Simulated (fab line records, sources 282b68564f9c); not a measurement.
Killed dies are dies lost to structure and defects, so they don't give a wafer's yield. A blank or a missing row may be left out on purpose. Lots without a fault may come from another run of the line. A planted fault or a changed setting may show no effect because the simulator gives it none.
A struck lot beside a sound one | flow rit_cmos | 44 steps out of a route of 202
Sound: wafers L558.1, L558.3, L558.5. Struck: wafers L562.2, L562.4, L562.6. The cause comes at the end.
At each step with rows: each side's tool, then ch and its chambers, then its first start. Under that, the readings that differ: sound wafers | struck wafers | difference of the means | sigmas: that difference in standard deviations of wafers without a fault.
alike: readings whose means differ by less than 2 such deviations, and words and numbers that are the same on both sides. not compared: withheld readings, readings that some wafer has no value for, bounds like >300 that may hide the same value, and numbers for which the record gives no deviation and whose values overlap.
The two part at a step that has a row with sigmas, a row that says differs or no value, or rows on one side only. Numbers that don't overlap but have no deviation are shown without sigmas and don't part them. A reading that every wafer of one side lacks parts them only if that side has two wafers or more.

first, 1 step without rows for these wafers: RIT_PRETRO_IMPLANT_08.
RIT_PRETRO_STRIP_09: strips in O2, time 180 s.
  sound on plasma_asher-04 ch 0,1, day 3 13:22; struck on plasma_asher-01 ch 0,1, day 4 09:11
  alike: drypump_motor_current_A, rf_refl_power_W
  not compared: rf_hours_counter_h
RIT_PRETRO_TW_MEAS_10:
  sound on film_metro-01, day 3 13:33; struck on film_metro-04, day 4 09:22
  alike: PRETRO_TW
then, 5 steps without rows for these wafers: RIT_GATE_WET_ETCH_00 (etches SiO2 in BOE, target depth 56 nm, time 60 s); RIT_GATE_CLEAN_01 (cleans in SC1, time 600 s); RIT_GATE_CLEAN_02 (cleans in dHF, time 30 s); RIT_GATE_CLEAN_03 (cleans in SC2, time 600 s); RIT_GATE_CLEAN_04 (cleans in dHF, time 60 s).
RIT_FOX2_THK_MEAS_91:
  sound on film_metro-02, day 3 14:05; struck on film_metro-02, day 4 09:53
  alike: FIELD_OXIDE_LEFT_2_THK
then, 2 steps without rows for these wafers: RIT_GATE_OXIDATION_05 (target thk 3 nm, ox time 270 s); RIT_GATE_ANNEAL_06 (time 600 s).
RIT_GATE_THK_MEAS_07:
  sound on film_metro-02, day 3 16:15; struck on film_metro-03, day 4 11:19
  alike: GATE_OXIDE_THK
RIT_GATE_CVD_08: deposits poly-Si from SiH4, target thk 250 nm, time 2220 s.
  sound on lpcvd-02 ch 0, day 3 16:19; struck on lpcvd-02 ch 1, day 4 11:22
  reading                                  | sound                | struck               | difference | sigmas
  spike_tc_centre_C (C)                    | 611.4 612.4 611.8    | 567.2 566.5 566.6    | -45.1      | -41
  spike_tc_load_C (C)                      | 631 630 630          | 587 587 588          | -43        | -12
  spike_tc_source_C (C)                    | 633.1 637.3 636.2    | 584.4 583.0 585.3    | -51.3      | -24
  susceptor_temp_C (C)                     | 610.19 609.54 610.06 | 564.10 564.53 564.70 | -45.49     | -99 or more
  zone_power_load_pct (%)                  | 11.2 11.3 11.4       | 10.0 10.1 9.8        | -1.3       | -2
  model.poly-Si_of_GATE_CVD_08.thk_nm (nm) | 253.9 253.3 252.3    | 79.55 81.77 82.56    | -171.87    |
  alike: zone_power_centre_pct
RIT_GATE_THK_MEAS_09:
  sound on film_metro-03, day 3 17:56; struck on film_metro-02, day 4 12:59
  reading            | sound             | struck         | difference | sigmas
  GATE_POLY_THK (nm) | 254.0 253.3 252.3 | 79.5 81.8 82.5 | -171.9     | -82
then, 6 steps without rows for these wafers: RIT_GATE_HMDS_10 (prime time 60 s); RIT_GATE_COAT_11 (resist thk 850 nm); RIT_GATE_SOFTBAKE_12 (time 60 s); RIT_GATE_EXPOSE_13 (exposes mask M6, target cd 150 nm); RIT_GATE_PEB_14; RIT_GATE_DEVELOP_15 (develop time 50 s).
RIT_GATE_CD_MEAS_16: target cd 150 nm.
  sound on cd_sem-02, day 3 18:53; struck on cd_sem-01, day 4 15:41
  alike: cd_nm
RIT_GATE_OVL_MEAS_17:
  sound on overlay-01, day 3 19:01; struck on overlay-01, day 4 15:48
  alike: GATE_OVL
then, 1 step without rows for these wafers: RIT_GATE_HARDBAKE_18 (time 60 s).
RIT_GATE_ETCH_19: etches poly-Si in SF6/CHF3/O2, stops on SiO2, time 165 s, target depth 312.5 nm.
  sound on rie_si-01 ch 1,3, day 3 19:12; struck on rie_si-01 ch 0,1,3, day 4 15:59
  reading                          | sound             | struck            | difference | sigmas
  oes_product_au (a.u.)            | 0.866 0.855 0.845 | 0.448 0.454 0.446 | -0.406     | -41
  model.GATE.feature_depth_nm (nm) | 253.9 253.3 252.3 | 79.55 81.77 82.56 | -171.87    |
  model.etch.depth_nm (nm)         | 253.9 253.3 252.3 | 79.55 81.77 82.56 | -171.87    |
  alike: CHF3_flow_sccm, drypump_motor_current_A, throttle_valve_pct
  not compared: rf_hours_counter_h
RIT_GATE_STRIP_20: strips in O2, time 180 s.
  sound on plasma_asher-02 ch 0,1, day 3 19:19; struck on plasma_asher-03 ch 0,1, day 4 16:05
  alike: drypump_motor_current_A, rf_refl_power_W
  not compared: rf_hours_counter_h
RIT_GATE_CD_MEAS_90: target cd 150 nm.
  sound on cd_sem-01, day 3 19:29; struck on cd_sem-02, day 4 16:17
  alike: cd_nm
then, 4 steps without rows for these wafers: RIT_REOX_CLEAN_00 (cleans in SC1, time 600 s); RIT_REOX_CLEAN_01 (cleans in dHF, time 30 s); RIT_REOX_CLEAN_02 (cleans in SC2, time 600 s); RIT_REOX_OXIDATION_03 (target thk 25.2 nm, ox time 5580 s).
RIT_REOX_THK_MEAS_04:
  sound on film_metro-02, day 3 22:34; struck on film_metro-04, day 4 19:42
  alike: REOX_OXIDE_THK
then, 6 steps without rows for these wafers: RIT_NLDD_HMDS_00 (prime time 60 s); RIT_NLDD_COAT_01 (resist thk 1000 nm); RIT_NLDD_SOFTBAKE_02 (time 60 s); RIT_NLDD_EXPOSE_03 (exposes mask M7, target cd 40700 nm); RIT_NLDD_PEB_04; RIT_NLDD_DEVELOP_05 (develop time 50 s).
RIT_NLDD_OVL_MEAS_06:
  sound on overlay-01, day 3 23:36; struck on overlay-01, day 4 20:44
  alike: NLDD_OVL
then, 2 steps without rows for these wafers: RIT_NLDD_HARDBAKE_07 (time 60 s); RIT_NLDD_IMPLANT_08.
RIT_NLDD_STRIP_09: strips in O2, time 180 s.
  sound on plasma_asher-04 ch 0,1, day 3 23:56; struck on plasma_asher-04 ch 0,1, day 4 21:04
  alike: drypump_motor_current_A, rf_refl_power_W
  not compared: rf_hours_counter_h
RIT_NLDD_TW_MEAS_10:
  sound on film_metro-04, day 4 00:07; struck on film_metro-04, day 4 21:14
  alike: NLDD_TW
RIT_SDANNEAL_CLEAN_02: cleans in SC2, time 600 s.
  sound on wet_bench-01 ch 0, day 4 07:27; struck on wet_bench-04 ch 0, day 5 04:39
  reading                                  | sound             | struck           | difference | sigmas
  model.poly-Si_of_GATE_CVD_08.thk_nm (nm) | 170.3 166.1 165.8 | 21.5 22.23 22.51 | -145.3     |
RIT_M1_PROBE_99:
  sound on prober-01, day 4 16:01; struck on prober-01, day 5 12:39
  alike: killed_at_contacts, killed_at_front_end, killed_dies, killed_open, killed_short
  not compared: model.etest.pldd.rs_ohm_sq, model.etest.nldd.rs_ohm_sq, model.etest.nldd.width_nm, model.etest.pldd.width_nm, model.etest.pldd.line_ohm_um, model.etest.nldd.line_ohm_um, model.etest.pwell_pinched.rs_ohm_sq, model.etest.nwell_pinched.rs_ohm_sq

WHERE THEY PART
First at RIT_GATE_CVD_08; last, within this record, at RIT_GATE_ETCH_19. Later steps at which nothing parts them and some readings are alike: RIT_GATE_STRIP_20, RIT_GATE_CD_MEAS_90, RIT_REOX_THK_MEAS_04, RIT_NLDD_OVL_MEAS_06, RIT_NLDD_STRIP_09, RIT_NLDD_TW_MEAS_10, RIT_M1_PROBE_99.

WHY: what the simulator had put in
Process parameter drift: lpcvd-02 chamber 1, from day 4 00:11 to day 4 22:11, at RIT_GATE_CVD_08. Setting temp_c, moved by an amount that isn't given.
